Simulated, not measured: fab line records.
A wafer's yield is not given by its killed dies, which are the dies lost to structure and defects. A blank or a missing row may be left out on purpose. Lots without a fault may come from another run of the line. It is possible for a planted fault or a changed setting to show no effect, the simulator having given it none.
fab line records    flow berkeley_cmos170    part 1 of 2: steps 1 to 25 of 36
record: lots: 5  wafers: 15  last_day: 13
route steps=331 shown FIELD@126 GATE@127 PLDD@145 NLDD@158
lots that met no fault: taken from a fault-free run of the same line
start_h: start of the lot's first displayed wafer, in hours after the record's first day    wait_h: how many hours have passed since the lot's step before this one    " as in the row above    L1.1+2: one row covering several wafers at once    - no value present, or no start provided    * or withheld: withheld    < > ~ a bound
route shown NAME@n: a module of which the file shows steps, and the number in the route of the first    usual: mean and standard deviation over wafers with no fault    same: alike in all rows    chamber/n: place in a boat    sites: readings site by site    _std_site: standard deviation of those values    _edge_site: the outer-site mean with the inner-site mean subtracted    radius_mm: how far each site lies from the wafer's centre    mask NAME#n: copy n    behind: the most recent tool/chamber to have shaped the wafer    hold: why the lot was held/for how many hours/how that ended    device: the n, p or np transistor that did not switch    end of line: the route-end tests of the same wafers    a step given without rows: its recipe and nothing more    killed: not the wafer's yield, but the dies lost to structure and defects at the first sort    map: dies across one wafer; x = killed, . = not, _ = none there
set.NAME: the setting that was run; set.NAME@STEP: the one run at that earlier step    model.NAME: the simulator's own value behind a step, which no gauge read
lots seen at some steps along the route; tables by step, rows by wafer
services: from which hour (start_h, from the record's first day; less than 0 if before it) a tool's chamber was out of use, for how many hours, and why
== steps ==
step: UCB170_FIELD_THK_MEAS_91
recipe: reads: SiO2_of_FIELD_OXIDATION_01
usual: FIELD_OXIDE_LEFT_2_THK: 353/12
lot.wafer  tool           chamber  start_h  wait_h  FIELD_OXIDE_LEFT_2_THK[nm]
L077.2     film_metro-03  -        145.57   0.0     340
L077.5     "              -        "        "       342
L077.6     "              -        "        "       345
L080.3     film_metro-04  -        164.52   0.0     355
L080.5     "              -        "        "       362
L080.6     "              -        "        "       356
L079.1     film_metro-03  -        165.10   0.0     359
L079.3     "              -        "        "       366
L079.5     "              -        "        "       363
L086.1     film_metro-03  -        207.18   0.0     357
L086.2     "              -        "        "       347
L086.3     "              -        "        "       356
L096.1     film_metro-01  -        243.06   0.0     351
L096.4     "              -        "        "       349
L096.5     "              -        "        "       339
step: UCB170_GATE_OXIDATION_01
recipe: temp_c: 850  ambient: O2  target_thk_a: 66  ox_time_s: 1800
usual: zone_power_load_pct: 23.4/1.2
lot.wafer  tool        chamber  start_h  wait_h  zone_power_load_pct
L077.2     furnace-01  0        150.37   4.8     24.4
L077.5     "           0        "        "       24.9
L077.6     "           0        "        "       24.5
L079.1     furnace-01  0        171.20   6.1     24.5
L079.3     "           0        "        "       24.8
L079.5     "           0        "        "       24.9
L080.3     furnace-01  0        171.20   6.7     24.3
L080.5     "           0        "        "       24.4
L080.6     "           0        "        "       24.0
L086.1     furnace-02  0        210.47   3.3     22.5
L086.2     "           0        "        "       22.8
L086.3     "           0        "        "       21.9
L096.1     furnace-02  0        245.05   2.0     21.9
L096.4     "           0        "        "       22.2
L096.5     "           0        "        "       22.1
step: UCB170_GATE_THK_MEAS_02
recipe: reads: SiO2_of_GATE_OXIDATION_01
usual: GATE_OXIDE_THK: 6.62/0.18
lot.wafer  tool           chamber  start_h  wait_h  GATE_OXIDE_THK[nm]
L077.2     film_metro-01  -        151.88   0.0     6.46
L077.5     "              -        "        "       6.64
L077.6     "              -        "        "       6.55
L080.3     film_metro-01  -        172.72   0.0     6.55
L080.5     "              -        "        "       6.56
L080.6     "              -        "        "       6.55
L079.1     film_metro-03  -        172.76   0.1     6.52
L079.3     "              -        "        "       6.61
L079.5     "              -        "        "       6.47
L086.1     film_metro-03  -        211.97   0.0     6.63
L086.2     "              -        "        "       6.63
L086.3     "              -        "        "       6.61
L096.1     film_metro-01  -        246.57   0.0     6.78
L096.4     "              -        "        "       6.66
L096.5     "              -        "        "       6.70
step: UCB170_GATE_ANNEAL_03
recipe: temp_c: 900  time_s: 1800  ambient: N2
usual: zone_power_load_pct: 27.6/1.1
lot.wafer  tool        chamber  start_h  wait_h  zone_power_load_pct
L077.2     furnace-01  0        160.07   8.2     27.8
L077.5     "           0        "        "       28.0
L077.6     "           0        "        "       27.7
L079.1     furnace-04  0        180.05   7.3     28.5
L079.3     "           0        "        "       28.4
L079.5     "           0        "        "       28.6
L080.3     furnace-04  0        180.05   7.3     28.6
L080.5     "           0        "        "       28.5
L080.6     "           0        "        "       28.8
L086.1     furnace-01  0        215.22   3.2     28.0
L086.2     "           0        "        "       27.7
L086.3     "           0        "        "       27.7
L096.1     furnace-02  0        249.22   2.6     25.3
L096.4     "           0        "        "       25.3
L096.5     "           0        "        "       25.3
step: UCB170_GATE_CVD_04
recipe: material: poly-Si  temp_c: 610  precursor: SiH4  time_s: 1440  pressure_mtorr: 375  target_thk_nm: 214  sih4_flow_sccm: 120
usual: pressure_mtorr: 374.9/0.8  zone_power_load_pct: 11.47/0.29
lot.wafer  tool      chamber  start_h  wait_h  pressure_mtorr  zone_power_load_pct
L077.2     lpcvd-01  0        161.57   0.0     374.6           10.85
L077.5     "         0        "        "       375.3           11.07
L077.6     "         0        "        "       374.5           11.03
L079.1     lpcvd-02  1        181.55   0.0     375.5           11.58
L079.3     "         1        "        "       375.0           11.57
L079.5     "         1        "        "       375.4           11.65
L080.3     lpcvd-02  1        181.55   0.0     375.4           11.55
L080.5     "         1        "        "       375.9           11.27
L080.6     "         1        "        "       375.9           11.53
L086.1     lpcvd-02  1        216.72   0.0     374.4           11.41
L086.2     "         1        "        "       375.1           11.29
L086.3     "         1        "        "       375.0           11.30
L096.1     lpcvd-02  1        250.72   0.0     373.7           11.31
L096.4     "         1        "        "       374.2           11.43
L096.5     "         1        "        "       375.8           11.49
step: UCB170_GATE_THK_MEAS_05
recipe: reads: poly-Si_of_GATE_CVD_04
usual: GATE_POLY_THK: 214.1/2.4
lot.wafer  tool           chamber  start_h  wait_h  GATE_POLY_THK[nm]
L077.2     film_metro-02  -        162.98   0.0     215.9
L077.5     "              -        "        "       216.0
L077.6     "              -        "        "       217.1
L080.3     film_metro-01  -        183.03   0.1     216.1
L080.5     "              -        "        "       214.9
L080.6     "              -        "        "       216.1
L079.1     film_metro-01  -        183.07   0.1     215.0
L079.3     "              -        "        "       214.2
L079.5     "              -        "        "       213.1
L086.1     film_metro-01  -        218.12   0.0     216.3
L086.2     "              -        "        "       216.2
L086.3     "              -        "        "       216.5
L096.1     film_metro-01  -        252.13   0.0     217.6
L096.4     "              -        "        "       218.2
L096.5     "              -        "        "       215.3
step: UCB170_GATE_COAT_06
recipe: resist: BARC  temp_c: withheld  time_s: withheld  spin_rpm: 3000  resist_thk_nm: withheld
usual: exhaust_pa: 45.1/0.81  spin_speed_rpm: 3000.0/1.8
lot.wafer  tool            chamber  start_h  wait_h  exhaust_pa  spin_speed_rpm
L077.2     litho_track-04  0        163.29   0.3     44.9        2996.8
L077.5     "               0        "        "       44.1        2999.6
L077.6     "               0        "        "       44.3        2999.1
L080.3     litho_track-01  0        183.12   0.1     46.0        2997.2
L080.5     "               0        "        "       44.5        2998.4
L080.6     "               0        "        "       45.4        2998.5
L079.1     litho_track-04  0        183.46   0.4     45.3        2999.9
L079.3     "               0        "        "       44.6        2998.5
L079.5     "               0        "        "       45.4        3000.2
L086.1     litho_track-04  0        218.28   0.1     46.8        2997.2
L086.2     "               0        "        "       48.3        2996.8
L086.3     "               0        "        "       45.3        2996.3
L096.1     litho_track-01  0        252.76   0.6     45.5        2999.0
L096.4     "               0        "        "       45.9        2999.8
L096.5     "               0        "        "       45.4        2999.4
step: UCB170_GATE_COAT_07
recipe: resist: KrF  spin_rpm: 1500  resist_thk_nm: 900
usual: exhaust_pa: 45.0/0.94  spin_speed_rpm: 1500.1/0.99
lot.wafer  tool            chamber  start_h  wait_h  exhaust_pa  spin_speed_rpm
L077.2     litho_track-04  0        -        -       44.2        1499.7
L077.5     "               0        "        "       44.5        1501.4
L077.6     "               0        "        "       44.0        1501.7
L080.3     litho_track-01  0        -        -       44.8        1502.0
L080.5     "               0        "        "       44.3        1499.9
L080.6     "               0        "        "       44.8        1500.5
L079.1     litho_track-04  0        -        -       44.0        1500.0
L079.3     "               0        "        "       44.4        1499.2
L079.5     "               0        "        "       44.9        1500.1
L086.1     litho_track-04  0        -        -       44.8        1500.6
L086.2     "               0        "        "       45.5        1501.6
L086.3     "               0        "        "       45.6        1499.2
L096.1     litho_track-01  0        -        -       44.5        1499.7
L096.4     "               0        "        "       43.3        1499.4
L096.5     "               0        "        "       44.2        1500.9
step: UCB170_GATE_SOFTBAKE_08
recipe: resist: KrF  temp_c: 130  time_s: 60
usual: exhaust_pa: 45.0/0.83
lot.wafer  tool            chamber  start_h  wait_h  exhaust_pa
L077.2     litho_track-04  0        -        -       46.1
L077.5     "               0        "        "       45.6
L077.6     "               0        "        "       46.0
L080.3     litho_track-01  0        -        -       44.6
L080.5     "               0        "        "       43.9
L080.6     "               0        "        "       45.0
L079.1     litho_track-04  0        -        -       45.6
L079.3     "               0        "        "       46.1
L079.5     "               0        "        "       45.0
L086.1     litho_track-04  0        -        -       45.9
L086.2     "               0        "        "       43.7
L086.3     "               0        "        "       43.8
L096.1     litho_track-01  0        -        -       44.7
L096.4     "               0        "        "       44.9
L096.5     "               0        "        "       45.5
step: UCB170_GATE_EXPOSE_09
recipe: mask_id: POLY  target_cd_nm: 350  na: 0.5  sigma_outer: 0.6  source_shape: conventional  dose_mj: 21
lot.wafer   tool            chamber  start_h  wait_h  mask
L077.2+5+6  krf_scanner-02  0        163.95   -       POLY#0
L080.3+5+6  krf_scanner-01  0        183.74   -       POLY#0
L079.1+3+5  krf_scanner-01  0        183.93   -       POLY#0
L086.1+2+3  krf_scanner-02  0        218.73   -       POLY#0
L096.1+4+5  krf_scanner-01  0        253.34   -       POLY#0
step: UCB170_GATE_PEB_10
recipe: peb_temp_c: 130  peb_time_s: withheld  resist: KrF
usual: exhaust_pa: 45.0/0.86
lot.wafer  tool            chamber  start_h  wait_h  exhaust_pa
L077.2     litho_track-04  0        164.07   0.1     46.1
L077.5     "               0        "        "       46.1
L077.6     "               0        "        "       44.1
L080.3     litho_track-01  0        184.02   0.3     45.2
L080.5     "               0        "        "       44.2
L080.6     "               0        "        "       45.4
L079.1     litho_track-04  0        184.18   0.2     45.8
L079.3     "               0        "        "       47.0
L079.5     "               0        "        "       45.4
L086.1     litho_track-01  0        219.20   0.5     45.6
L086.2     "               0        "        "       45.9
L086.3     "               0        "        "       46.5
L096.1     litho_track-01  0        254.11   0.8     45.4
L096.4     "               0        "        "       44.6
L096.5     "               0        "        "       46.0
step: UCB170_GATE_DEVELOP_11
recipe: developer: TMAH  develop_time_s: 45  resist: KrF  dev_temp_c: 21
usual: exhaust_pa: 45.1/1
lot.wafer  tool            chamber  start_h  wait_h  exhaust_pa
L077.2     litho_track-04  0        -        -       44.2
L077.5     "               0        "        "       44.8
L077.6     "               0        "        "       45.6
L080.3     litho_track-01  0        -        -       46.6
L080.5     "               0        "        "       44.2
L080.6     "               0        "        "       45.4
L079.1     litho_track-04  0        -        -       45.3
L079.3     "               0        "        "       44.8
L079.5     "               0        "        "       44.4
L086.1     litho_track-01  0        -        -       43.9
L086.2     "               0        "        "       44.2
L086.3     "               0        "        "       43.4
L096.1     litho_track-01  0        -        -       43.8
L096.4     "               0        "        "       44.6
L096.5     "               0        "        "       44.6
step: UCB170_GATE_CD_MEAS_12
recipe: target_cd_nm: 350
usual: cd_nm: 349.8/1.1
lot.wafer  tool       chamber  start_h  wait_h  cd_nm
L077.2     cd_sem-02  -        164.34   -       350.7
L077.5     "          -        "        "       350.1
L077.6     "          -        "        "       349.4
L080.3     cd_sem-01  -        184.28   -       348.7
L080.5     "          -        "        "       348.8
L080.6     "          -        "        "       349.1
L079.1     cd_sem-01  -        184.46   -       350.5
L079.3     "          -        "        "       349.8
L079.5     "          -        "        "       347.8
L086.1     cd_sem-01  -        219.48   -       349.2
L086.2     "          -        "        "       350.0
L086.3     "          -        "        "       349.9
L096.1     cd_sem-02  -        254.39   -       347.7
L096.4     "          -        "        "       346.9
L096.5     "          -        "        "       348.4
step: UCB170_GATE_OVL_MEAS_13
usual: GATE_OVL: -1/6.5
lot.wafer  tool        chamber  start_h  wait_h  GATE_OVL[nm]
L077.2     overlay-01  -        164.44   0.1     0
L077.5     "           -        "        "       -6
L077.6     "           -        "        "       -7
L080.3     overlay-01  -        184.37   0.1     6
L080.5     "           -        "        "       0
L080.6     "           -        "        "       1
L079.1     overlay-02  -        184.58   0.1     -5
L079.3     "           -        "        "       1
L079.5     "           -        "        "       -1
L086.1     overlay-01  -        219.60   0.1     4
L086.2     "           -        "        "       -2
L086.3     "           -        "        "       -2
L096.1     overlay-02  -        254.51   0.1     -3
L096.4     "           -        "        "       -9
L096.5     "           -        "        "       -10
step: UCB170_GATE_ETCH_14
recipe: chemistry: N2/H2  target_depth_a: withheld  overetch_a: withheld  target: BARC  time_s: withheld  source_w: 500  bias_w: 100  pressure_mtorr: 30  n2_flow_sccm: 100  h2_flow_sccm: 200
usual: bias_w: 100.0/0.3  drypump_motor_current_A: 5.5/0.53  oes_product_au: 1.002/0.022  throttle_valve_pct: 13.28/0.19
lot.wafer  tool         chamber  start_h  wait_h  bias_w  drypump_motor_current_A  oes_product_au  throttle_valve_pct
L077.2     rie_diel-04  1        164.47   0.0     100.3   5.5                      0.991           13.50
L077.5     "            2        "        "       100.2   5.0                      1.026           13.08
L077.6     "            3        "        "       99.3    5.1                      1.005           13.23
L080.3     rie_diel-03  3        184.40   0.0     99.3    6.5                      0.990           13.28
L080.5     "            0        "        "       100.8   6.0                      1.017           13.28
L080.6     "            3        "        "       99.6    6.5                      0.976           13.26
L079.1     rie_diel-01  2        184.61   0.0     99.9    4.7                      0.996           13.34
L079.3     "            0        "        "       99.7    5.4                      1.005           13.11
L079.5     "            0        "        "       99.4    5.4                      1.012           13.09
L086.1     rie_diel-01  1        219.63   0.0     99.8    6.4                      0.968           13.00
L086.2     "            2        "        "       99.6    4.7                      1.005           13.38
L086.3     "            3        "        "       100.5   5.7                      1.004           13.59
L096.1     rie_diel-01  0        254.54   0.0     99.7    5.4                      1.018           13.09
L096.4     "            2        "        "       100.4   4.7                      1.015           13.34
L096.5     "            1        "        "       99.7    6.4                      0.950           13.00
step: UCB170_GATE_ETCH_15
recipe: chemistry: HBr/Cl2  target: poly-Si  stop_on: SiO2  over_etch_frac: 0.3  icp_w: 300  bias_w: 150  time_s: 56.3  pressure_mtorr: 15  HBr_flow_sccm: 150  Cl2_flow_sccm: 50  target_depth_a: 2782
usual: bias_w: 150.0/0.47  drypump_motor_current_A: 5.6/0.57  oes_product_au: 0.833/0.017  throttle_valve_pct: 26.49/0.29
same: over_etch_frac: 0.3
lot.wafer  tool       chamber  start_h  wait_h  bias_w  drypump_motor_current_A  oes_product_au  rf_hours_counter_h  throttle_valve_pct
L077.2     rie_si-02  2        164.52   -       150.0   6.1                      0.845           1                   26.64
L077.5     "          1        "        "       150.0   5.3                      0.851           -                   26.75
L077.6     "          2        "        "       149.4   6.1                      0.842           -                   26.63
L080.3     rie_si-01  2        184.44   -       149.8   5.3                      0.829           45                  26.56
L080.5     "          0        "        "       149.6   5.9                      0.844           -                   26.04
L080.6     "          3        "        "       150.0   5.1                      0.825           -                   26.52
L079.1     rie_si-01  3        184.65   -       150.1   5.1                      0.823           2                   26.52
L079.3     "          2        "        "       150.5   5.3                      0.820           45                  26.56
L079.5     "          2        "        "       150.9   5.3                      0.831           -                   26.58
L086.1     rie_si-02  1        219.67   -       149.7   5.2                      0.860           1                   26.77
L086.2     "          2        "        "       149.6   6.1                      0.842           2                   26.63
L086.3     "          3        "        "       149.2   5.7                      0.848           2                   26.83
L096.1     rie_si-01  1        254.58   -       150.7   6.6                      0.863           84                  26.62
L096.4     "          0        "        "       149.3   6.0                      0.854           93                  26.05
L096.5     "          0        "        "       149.6   6.0                      0.845           -                   26.04
step: UCB170_GATE_STRIP_16
recipe: chemistry: O2  power_w: 400  pressure_mtorr: 3500  platen_temp_c: withheld  o2_flow_sccm: 400  overash_fraction: 0.5
usual: drypump_motor_current_A: 5.5/0.44  oes_product_au: 0.724/0.0047
lot.wafer  tool             chamber  start_h  wait_h  drypump_motor_current_A  oes_product_au  rf_hours_counter_h
L077.2     plasma_asher-04  1        164.56   0.0     5.0                      0.728           44
L077.5     "                1        "        "       5.0                      0.724           -
L077.6     "                0        "        "       6.0                      0.723           -
L080.3     plasma_asher-04  0        184.52   0.1     6.0                      0.730           -
L080.5     "                1        "        "       5.0                      0.725           -
L080.6     "                0        "        "       6.0                      0.715           -
L079.1     plasma_asher-03  1        184.70   0.0     4.8                      0.728           37
L079.3     "                0        "        "       6.0                      0.728           -
L079.5     "                0        "        "       6.0                      0.727           -
L086.1     plasma_asher-01  0        219.72   0.0     5.4                      0.716           49
L086.2     "                1        "        "       5.7                      0.723           49
L086.3     "                0        "        "       5.4                      0.723           -
L096.1     plasma_asher-04  0        254.63   0.0     6.0                      0.723           53
L096.4     "                0        "        "       6.1                      0.714           -
L096.5     "                0        "        "       6.0                      0.732           -
step: UCB170_GATE_CD_MEAS_90
recipe: target_cd_nm: 350
usual: cd_nm: 349.9/1.3
lot.wafer  tool       chamber  start_h  wait_h  cd_nm
L077.2     cd_sem-02  -        164.69   0.1     350.1
L077.5     "          -        "        "       349.3
L077.6     "          -        "        "       348.8
L080.3     cd_sem-01  -        184.63   0.1     349.5
L080.5     "          -        "        "       349.6
L080.6     "          -        "        "       349.1
L079.1     cd_sem-01  -        184.80   0.1     351.0
L079.3     "          -        "        "       348.3
L079.5     "          -        "        "       346.9
L086.1     cd_sem-01  -        219.85   0.1     348.7
L086.2     "          -        "        "       349.5
L086.3     "          -        "        "       349.9
L096.1     cd_sem-01  -        254.78   0.1     347.2
L096.4     "          -        "        "       346.8
L096.5     "          -        "        "       349.0
step: UCB170_GATE_CLEAN_17
recipe: chemistry: SPM  temp_c: 120  time_s: 600
usual: bath_heat_duty_pct: 12.5/1.3
lot.wafer  tool          chamber  start_h  wait_h  bath_heat_duty_pct
L077.2     wet_bench-02  3        164.84   0.1     11.8
L077.5     "             3        "        "       11.8
L077.6     "             3        "        "       10.3
L080.3     wet_bench-03  3        184.71   0.1     13.1
L080.5     "             3        "        "       12.5
L080.6     "             3        "        "       13.6
L079.1     wet_bench-03  0        184.92   0.1     12.6
L079.3     "             0        "        "       11.8
L079.5     "             0        "        "       12.3
L086.1     wet_bench-03  1        219.97   0.1     13.3
L086.2     "             1        "        "       15.1
L086.3     "             1        "        "       14.4
L096.1     wet_bench-02  2        255.53   0.7     10.6
L096.4     "             2        "        "       10.9
L096.5     "             2        "        "       12.3
step: UCB170_PLDD_HMDS_00
recipe: prime_time_s: 60  prime_temp_c: 100
usual: exhaust_pa: 44.9/0.8
lot.wafer  tool            chamber  start_h  wait_h  exhaust_pa
L077.2     litho_track-01  0        165.06   0.0     45.1
L077.5     "               0        "        "       43.2
L077.6     "               0        "        "       44.1
L080.3     litho_track-01  0        184.93   0.1     46.4
L080.5     "               0        "        "       46.1
L080.6     "               0        "        "       45.3
L079.1     litho_track-02  0        185.28   0.2     46.0
L079.3     "               0        "        "       44.6
L079.5     "               0        "        "       45.3
L086.1     litho_track-02  0        220.19   0.0     43.8
L086.2     "               0        "        "       45.3
L086.3     "               0        "        "       43.5
L096.1     litho_track-01  0        256.12   0.2     44.1
L096.4     "               0        "        "       44.9
L096.5     "               0        "        "       44.9
step: UCB170_PLDD_COAT_01
recipe: resist: KrF  spin_rpm: 1500  resist_thk_nm: 900
usual: exhaust_pa: 45.0/0.81  spin_speed_rpm: 1499.8/1
lot.wafer  tool            chamber  start_h  wait_h  exhaust_pa  spin_speed_rpm
L077.2     litho_track-01  0        165.21   0.1     46.4        1501.1
L077.5     "               0        "        "       44.1        1500.6
L077.6     "               0        "        "       46.2        1499.9
L080.3     litho_track-01  0        185.08   0.1     44.5        1499.5
L080.5     "               0        "        "       45.2        1500.0
L080.6     "               0        "        "       44.8        1500.3
L079.1     litho_track-02  0        185.43   0.1     43.9        1500.3
L079.3     "               0        "        "       43.5        1500.5
L079.5     "               0        "        "       43.5        1498.1
L086.1     litho_track-02  0        220.34   0.1     43.4        1499.9
L086.2     "               0        "        "       44.6        1497.8
L086.3     "               0        "        "       44.0        1500.0
L096.1     litho_track-01  0        256.27   0.1     45.9        1498.2
L096.4     "               0        "        "       46.0        1499.6
L096.5     "               0        "        "       45.4        1499.5
step: UCB170_PLDD_SOFTBAKE_02
recipe: resist: KrF  temp_c: 130  time_s: 60
usual: exhaust_pa: 45.2/0.94
lot.wafer  tool            chamber  start_h  wait_h  exhaust_pa
L077.2     litho_track-01  0        165.36   0.1     45.8
L077.5     "               0        "        "       43.4
L077.6     "               0        "        "       44.3
L080.3     litho_track-01  0        185.23   0.1     43.5
L080.5     "               0        "        "       45.1
L080.6     "               0        "        "       45.2
L079.1     litho_track-02  0        185.58   0.1     45.1
L079.3     "               0        "        "       44.8
L079.5     "               0        "        "       45.1
L086.1     litho_track-02  0        220.49   0.1     45.0
L086.2     "               0        "        "       44.1
L086.3     "               0        "        "       46.2
L096.1     litho_track-01  0        256.42   0.1     46.8
L096.4     "               0        "        "       46.0
L096.5     "               0        "        "       46.5
step: UCB170_PLDD_EXPOSE_03
recipe: mask_id: PSELECT  na: 0.5  sigma_outer: 0.6  source_shape: conventional  target_cd_nm: 1200  dose_mj: 30
lot.wafer   tool            chamber  start_h  wait_h  mask
L077.2+5+6  krf_scanner-02  0        165.74   0.4     PSELECT#0
L080.3+5+6  krf_scanner-01  0        185.56   0.3     PSELECT#0
L079.1+3+5  krf_scanner-01  0        186.00   0.4     PSELECT#0
L086.1+2+3  krf_scanner-01  0        220.64   0.1     PSELECT#0
L096.1+4+5  krf_scanner-01  0        256.57   0.1     PSELECT#0
step: UCB170_PLDD_PEB_04
recipe: peb_temp_c: 130  peb_time_s: withheld  resist: KrF
usual: exhaust_pa: 45.0/0.96
lot.wafer  tool            chamber  start_h  wait_h  exhaust_pa
L077.2     litho_track-02  0        166.08   0.3     45.7
L077.5     "               0        "        "       45.9
L077.6     "               0        "        "       45.0
L080.3     litho_track-03  0        185.68   0.1     44.6
L080.5     "               0        "        "       44.3
L080.6     "               0        "        "       44.9
L079.1     litho_track-03  0        186.12   0.1     44.2
L079.3     "               0        "        "       44.5
L079.5     "               0        "        "       43.5
L086.1     litho_track-01  0        220.76   0.1     44.6
L086.2     "               0        "        "       45.8
L086.3     "               0        "        "       45.4
L096.1     litho_track-01  0        256.85   0.3     44.8
L096.4     "               0        "        "       44.7
L096.5     "               0        "        "       43.7
step: UCB170_PLDD_DEVELOP_05
recipe: developer: TMAH  develop_time_s: 45  resist: KrF  dev_temp_c: 21
usual: exhaust_pa: 44.9/0.76
lot.wafer  tool            chamber  start_h  wait_h  exhaust_pa
L077.2     litho_track-02  0        -        -       43.8
L077.5     "               0        "        "       45.2
L077.6     "               0        "        "       44.0
L080.3     litho_track-03  0        -        -       44.5
L080.5     "               0        "        "       44.2
L080.6     "               0        "        "       44.1
L079.1     litho_track-03  0        -        -       44.2
L079.3     "               0        "        "       44.8
L079.5     "               0        "        "       45.4
L086.1     litho_track-01  0        -        -       44.9
L086.2     "               0        "        "       45.5
L086.3     "               0        "        "       45.8
L096.1     litho_track-01  0        -        -       45.4
L096.4     "               0        "        "       45.0
L096.5     "               0        "        "       44.3
